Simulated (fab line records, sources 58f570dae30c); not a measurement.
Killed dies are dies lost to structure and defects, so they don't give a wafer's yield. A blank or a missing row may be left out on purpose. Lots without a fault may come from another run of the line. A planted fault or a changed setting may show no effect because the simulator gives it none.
fab line records | flow berkeley_cmos170
record lots=15 wafers=45 last_day=13
route steps=331 shown BACKSIDE@202 M1@249 V1@256
lots that met no fault: from a run of the same line without faults
start_h: hours from the record's first day to the start of the lot's first wafer shown | wait_h: hours since the lot's step before | " the same as in the row above | L1.1+2: a row that stands for several wafers | - no value, or no start given | * or withheld: withheld | < > ~ a bound
route shown NAME@n: a module of which the file shows steps, and the number in the route of the first | usual: mean/standard deviation of fault-free wafers | same: alike in all rows | chamber/n: place in a boat | sites: the reading at each site | _std_site: their standard deviation | _edge_site: outer sites' mean less inner sites' | radius_mm: how far each site lies from the wafer's centre | mask NAME#n: copy n | behind: the tool/chamber that last shaped the wafer | hold: why the lot was held/for how many hours/how that ended | device: the transistor (n, p or np) that didn't switch | end of line: the same wafers' tests at the end of the route | a step without rows: its recipe alone | killed: dies lost to structure and defects at the first sort, not the wafer's yield | map: a wafer's dies, x killed, . not, _ none there
set.NAME: the setting as run; set.NAME@STEP: as run at that earlier step | model.NAME: the simulator's own value behind a step, which no gauge read
steps of the route over a sample of lots; a table a step, a row a wafer
services: from which hour (start_h, from the record's first day; less than 0 if before it) a tool's chamber was out of use, for how many hours, and why
## steps
# step UCB170_BACKSIDE_STRIP_03
# recipe chemistry=O2 power_w=400 pressure_mtorr=3500 platen_temp_c=withheld o2_flow_sccm=400 overash_fraction=0.5
# usual drypump_motor_current_A=5.61/0.3 oes_product_au=0.734/0.0045 strip_time_to_endpoint_s=21.98/0.066
# columns lot.wafer tool chamber start_h wait_h drypump_motor_current_A oes_product_au rf_hours_counter_h strip_time_to_endpoint_s
L578.2 plasma_asher-02 1 172.50 0.1 5.51 0.731 44 21.98
L578.4 " 0 " " 5.59 0.730 - 22.00
L578.6 " 1 " " 5.51 0.733 - 21.99
L582.3 plasma_asher-02 0 186.01 0.1 5.59 0.733 - 21.97
L582.5 " 1 " " 5.51 0.732 - 22.00
L582.6 " 0 " " 5.60 0.740 - 22.04
L580.1 plasma_asher-02 0 186.87 0.1 5.60 0.739 46 22.03
L580.2 " 1 " " 5.52 0.676 46 25.28
L580.5 " 0 " " 5.60 0.727 - 22.08
L586.2 plasma_asher-02 1 196.56 0.1 5.53 0.669 47 25.21
L586.5 " 1 " " 5.52 0.671 - 25.27
L586.6 " 0 " " 5.59 0.740 - 22.00
L584.3 plasma_asher-02 1 197.22 0.1 5.52 0.677 - 25.29
L584.4 " 0 " " 5.61 0.734 - 22.00
L584.5 " 1 " " 5.56 0.668 - 25.28
L585.1 plasma_asher-03 1 197.40 0.1 6.01 0.737 8 21.91
L585.4 " 1 " " 5.99 0.742 - 21.99
L585.6 " 1 " " 6.00 0.736 - 21.94
L591.2 plasma_asher-04 0 235.71 0.1 5.09 0.735 52 22.00
L591.3 " 0 " " 5.08 0.740 - 22.02
L591.4 " 1 " " 5.23 0.728 - 21.94
L596.1 plasma_asher-03 1 257.08 0.1 5.96 0.735 15 21.94
L596.2 " 0 " " 5.92 0.728 15 22.01
L596.6 " 1 " " 5.96 0.730 - 21.89
L595.1 plasma_asher-02 0 257.53 0.1 5.60 0.732 54 22.06
L595.3 " 0 " " 5.59 0.735 - 22.01
L595.5 " 1 " " 5.51 0.729 - 22.00
L594.2 plasma_asher-03 1 257.53 0.1 5.98 0.731 15 22.09
L594.3 " 0 " " 5.93 0.736 - 22.07
L594.4 " 1 " " 5.99 0.731 - 22.05
L598.2 plasma_asher-04 0 258.26 0.1 5.10 0.727 55 21.78
L598.5 " 1 " " 5.26 0.729 - 21.85
L598.6 " 0 " " 5.08 0.736 - 21.84
L597.2 plasma_asher-03 1 258.37 0.1 6.00 0.744 15 21.97
L597.3 " 1 " " 6.02 0.735 - 21.93
L597.6 " 0 " " 5.95 0.726 - 21.95
L599.1 plasma_asher-02 1 278.47 0.1 5.53 0.732 56 21.97
L599.2 " 0 " " 5.60 0.742 56 21.92
L599.5 " 0 " " 5.61 0.729 - 21.91
L600.1 plasma_asher-04 0 279.23 0.1 5.08 0.733 57 21.94
L600.3 " 1 " " 5.24 0.738 - 21.90
L600.6 " 1 " " 5.23 0.731 - 21.89
L601.1 plasma_asher-02 1 295.51 0.1 5.53 0.731 59 21.95
L601.2 " 0 " " 5.62 0.724 59 21.92
L601.5 " 1 " " 5.52 0.733 - 22.01
# step UCB170_M1_ETCH_11
# recipe chemistry=N2/H2 target_depth_a=withheld overetch_a=withheld target=BARC time_s=withheld source_w=500 bias_w=100 pressure_mtorr=30 n2_flow_sccm=100 h2_flow_sccm=200
# usual bias_w=99.99/0.29 drypump_motor_current_A=5.5/0.49 n2_flow_sccm=99.99/0.29 oes_product_au=1.007/0.021 throttle_valve_pct=13.32/0.16
# columns lot.wafer tool chamber start_h wait_h bias_w drypump_motor_current_A n2_flow_sccm oes_product_au throttle_valve_pct
L578.2 rie_diel-03 2 180.05 0.0 100.27 5.6 99.93 1.035 13.08
L578.4 " 0 " " 100.21 5.3 100.24 1.002 13.25
L578.6 " 0 " " 100.53 5.2 100.05 1.003 13.25
L582.3 rie_diel-01 3 194.58 0.0 100.17 6.6 99.52 1.045 13.28
L582.5 " 2 " " 99.51 6.0 100.30 0.987 13.56
L582.6 " 3 " " 100.00 6.6 99.83 1.048 13.30
L580.1 rie_diel-01 2 195.77 0.0 99.61 6.0 99.98 1.006 13.56
L580.2 " 3 " " 100.74 6.6 100.35 1.049 13.28
L580.5 " 1 " " 99.76 5.4 99.51 1.035 13.64
L586.2 rie_diel-02 3 203.94 0.0 99.86 5.0 100.05 0.960 13.47
L586.5 " 3 " " 100.06 5.0 100.51 0.965 13.47
L586.6 " 0 " " 99.74 4.9 100.13 1.002 13.29
L584.3 rie_diel-01 3 205.91 0.0 100.13 6.6 99.88 1.043 13.28
L584.4 " 0 " " 99.18 5.4 100.62 1.006 13.13
L584.5 " 2 " " 99.52 6.0 99.84 0.987 13.58
L585.1 rie_diel-03 1 206.23 0.0 99.99 5.1 100.14 1.021 13.20
L585.4 " 2 " " 99.95 5.5 100.34 1.038 13.10
L585.6 " 3 " " 100.00 6.0 99.61 0.997 13.32
L591.2 rie_diel-03 1 244.59 0.0 99.71 5.1 99.88 1.008 13.21
L591.3 " 2 " " 99.92 5.6 100.43 1.027 13.07
L591.4 " 0 " " 99.63 5.3 99.88 0.984 13.24
L596.1 rie_diel-02 1 266.37 0.0 99.80 5.8 100.27 0.997 13.48
L596.2 " 0 " " 99.79 4.9 100.00 1.017 13.29
L596.6 " 1 " " 100.01 5.8 100.27 0.996 13.49
L595.1 rie_diel-03 0 267.00 0.0 99.81 5.2 100.12 0.985 13.23
L595.3 " 2 " " 100.38 5.6 99.72 1.040 13.08
L595.5 " 0 " " 99.94 5.2 99.73 0.996 13.24
L594.2 rie_diel-02 3 267.27 0.0 99.80 5.0 99.73 0.966 13.48
L594.3 " 2 " " 100.37 5.0 100.10 1.008 13.34
L594.4 " 1 " " 99.77 5.8 99.54 0.985 13.48
L597.2 rie_diel-03 2 267.54 0.0 100.05 5.5 100.14 1.039 13.08
L597.3 " 0 " " 99.88 5.3 99.72 0.989 13.25
L597.6 " 0 " " 99.93 5.3 99.60 0.993 13.26
L598.2 rie_diel-03 0 267.82 0.0 99.62 5.3 100.24 0.984 13.25
L598.5 " 2 " " 100.50 5.5 100.03 1.036 13.08
L598.6 " 0 " " 99.49 5.3 99.94 0.987 13.24
L599.1 rie_diel-01 2 287.15 0.0 99.66 6.0 99.71 0.976 13.57
L599.2 " 1 " " 99.80 5.4 99.87 1.023 13.66
L599.5 " 0 " " 100.06 5.4 99.81 0.998 13.13
L600.1 rie_diel-02 1 287.54 0.0 99.96 5.8 99.63 0.991 13.49
L600.3 " 2 " " 100.13 5.0 100.06 1.021 13.35
L600.6 " 1 " " 100.00 5.8 100.02 0.987 13.48
L601.1 rie_diel-02 1 304.64 0.0 100.01 5.8 99.61 1.000 13.48
L601.2 " 3 " " 99.44 5.0 100.32 0.981 13.48
L601.5 " 0 " " 100.29 4.9 99.40 1.009 13.29
# step UCB170_V1_CMP_02
# recipe material=SiO2 down_force_psi=6 platen_rpm=60 pad_velocity_m_s=0.75398
# usual motor_current_A=15.8/1.1 platen_rpm=60.00/0.039 slurry_filter_dp_kPa=13.50/0.14
# columns lot.wafer tool chamber start_h wait_h motor_current_A platen_rpm slurry_filter_dp_kPa
L578.4 cmp-02 2 182.73 0.0 16.1 59.96 13.30
L578.2 " 3 " " 14.1 59.96 13.38
L578.6 " 2 " " 17.0 60.01 13.41
L582.3 cmp-02 3 196.62 0.1 13.9 60.07 13.53
L582.6 " 1 " " 14.8 59.97 13.56
L582.5 " 2 " " 16.9 59.99 13.48
L580.2 cmp-01 0 197.90 0.1 15.0 60.03 13.63
L580.1 " 1 " " 16.6 60.02 13.32
L580.5 " 3 " " 16.1 60.00 13.50
L586.2 cmp-01 0 206.05 0.2 14.7 59.96 13.46
L586.5 " 1 " " 16.8 59.98 13.70
L586.6 " 2 " " 16.5 59.97 13.47
L584.4 cmp-01 3 208.56 0.0 14.7 60.02 13.33
L584.3 " 0 " " 14.8 59.98 13.52
L584.5 " 3 " " 14.9 60.05 13.57
L585.4 cmp-02 1 208.61 0.1 15.0 59.97 13.61
L585.1 " 2 " " 16.4 60.01 13.25
L585.6 " 0 " " 17.1 59.97 13.50
L591.4 cmp-02 0 246.53 0.0 17.5 60.02 13.47
L591.3 " 1 " " 15.0 59.96 13.44
L591.2 " 3 " " 13.8 60.07 13.60
L596.2 cmp-01 1 268.41 0.1 17.5 60.02 13.50
L596.1 " 2 " " 16.3 59.99 13.55
L596.6 " 3 " " 16.4 60.03 13.52
L594.2 cmp-01 2 269.65 0.0 16.5 60.01 13.36
L594.3 " 0 " " 15.8 60.00 13.38
L594.4 " 1 " " 16.8 60.04 13.65
L595.3 cmp-02 2 269.65 0.0 15.5 59.95 13.42
L595.1 " 0 " " 16.0 60.00 13.51
L595.5 " 2 " " 17.0 60.02 13.59
L597.3 cmp-02 1 269.95 0.3 15.1 59.99 13.54
L597.2 " 3 " " 14.2 60.03 13.65
L597.6 " 2 " " 16.0 59.97 13.66
L598.2 cmp-01 3 271.13 0.2 15.9 60.02 13.43
L598.6 " 0 " " 15.5 59.99 13.54
L598.5 " 1 " " 16.0 60.03 13.57
L599.1 cmp-01 0 289.23 0.1 15.2 59.97 13.44
L599.2 " 2 " " 16.5 59.98 13.28
L599.5 " 1 " " 17.3 59.93 13.33
L600.3 cmp-02 0 290.57 0.0 17.1 60.02 13.64
L600.1 " 2 " " 16.6 60.01 13.62
L600.6 " 0 " " 15.9 60.00 13.41
L601.2 cmp-02 3 307.57 0.1 15.0 60.00 13.29
L601.1 " 1 " " 15.1 59.94 13.31
L601.5 " 3 " " 14.2 60.01 13.16
# step UCB170_V1_CD_MEAS_90
# recipe target_cd_nm=700
# usual cd_nm=699.9/1.6
# columns lot.wafer tool chamber start_h wait_h cd_nm
L578.2 cd_sem-01 - 186.09 0.1 700.0
L578.4 " - " " 701.1
L578.6 " - " " 699.4
L582.3 cd_sem-02 - 198.84 0.1 700.2
L582.5 " - " " 700.4
L582.6 " - " " 700.1
L580.1 cd_sem-02 - 199.79 0.1 699.2
L580.2 " - " " 699.7
L580.5 " - " " 699.4
L586.2 cd_sem-01 - 208.60 0.1 700.8
L586.5 " - " " 699.6
L586.6 " - " " 700.2
L584.3 cd_sem-01 - 210.77 0.1 700.2
L584.4 " - " " 701.8
L584.5 " - " " 700.8
L585.1 cd_sem-01 - 211.28 0.1 698.5
L585.4 " - " " 698.4
L585.6 " - " " 698.4
L591.2 cd_sem-01 - 249.38 0.1 698.9
L591.3 " - " " 698.9
L591.4 " - " " 697.3
L596.1 cd_sem-02 - 273.92 0.1 699.0
L596.2 " - " " 701.2
L596.6 " - " " 698.5
L594.2 cd_sem-01 - 275.10 0.1 698.6
L594.3 " - " " 697.9
L594.4 " - " " 699.3
L597.2 cd_sem-02 - 275.18 0.1 697.9
L597.3 " - " " 697.8
L597.6 " - " " 699.3
L595.1 cd_sem-02 - 275.52 0.2 697.2
L595.3 " - " " 697.2
L595.5 " - " " 694.1
L598.2 cd_sem-01 - 275.70 0.3 699.3
L598.5 " - " " 698.7
L598.6 " - " " 699.8
L599.1 cd_sem-01 - 293.28 0.1 699.1
L599.2 " - " " 701.2
L599.5 " - " " 699.7
L600.1 cd_sem-02 - 293.83 0.1 700.3
L600.3 " - " " 698.8
L600.6 " - " " 701.4
L601.1 cd_sem-01 - 310.98 0.1 700.3
L601.2 " - " " 700.7
L601.5 " - " " 700.9
## services
# columns tool chamber start_h hours kind
rie_diel-03 3 149.39 5.0 repair
rie_diel-02 - 149.87 28.1 repair
cmp-01 - 172.94 0.9 repair
cmp-01 - 177.59 6.1 repair
rie_diel-02 - 178.02 2.8 pm
cmp-02 - 189.63 6.5 repair
cmp-01 - 222.92 3.8 pm
rie_diel-01 0 223.70 5.4 repair
cmp-02 - 228.74 3.3 repair
cmp-02 - 232.06 4.0 pm
rie_diel-02 2 232.73 9.9 repair
plasma_asher-03 - 236.05 0.7 repair
cmp-02 - 236.06 - consumable_replace:conditioner
cmp-02 - 236.06 - consumable_replace:pad
rie_diel-01 3 237.27 2.5 repair
plasma_asher-02 - 241.60 0.8 repair
rie_diel-02 1 243.40 12.0 repair
rie_diel-03 1 262.87 - clean
rie_diel-03 1 262.87 17.5 scheduled_down
rie_diel-03 1 262.87 17.5 vent_cycle
rie_diel-03 0 280.35 - clean
rie_diel-03 0 280.35 20.2 scheduled_down
rie_diel-02 3 282.20 21.9 repair
cmp-01 - 298.76 0.3 repair
## key
first_sign step=UCB170_BACKSIDE_STRIP_03 reading=strip_time_to_endpoint_s direction=up sigmas=50 usual=* struck=*
effect step=UCB170_BACKSIDE_STRIP_03 reading=oes_product_au direction=down sigmas=14 usual=0.734 struck=0.672
met_at UCB170_BACKSIDE_STRIP_03
struck_lots L580,L584,L586
struck_wafers L580.2,L584.3,L584.5,L586.2,L586.5
tester_left_out L580,L584,L586
not_acting_at UCB170_M1_ETCH_11,UCB170_V1_CMP_02,UCB170_V1_CD_MEAS_90
onset_between 186.01 186.87
fault kind=process_parameter_drift tool=plasma_asher-02 chamber=1 onset_h=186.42 steps=UCB170_BACKSIDE_STRIP_03 channel=power_w offset=-67.319 shape=step end_h=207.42 acts_in=these_recipes_only stated=400
# tester_left_out: of these lots the tester's yield and bins aren't shown, on N5 and GAA mostly nor the transistor test; their killed dies are dies lost to structure and defects alone, not to doping, threshold or leakage, so they don't give the yield
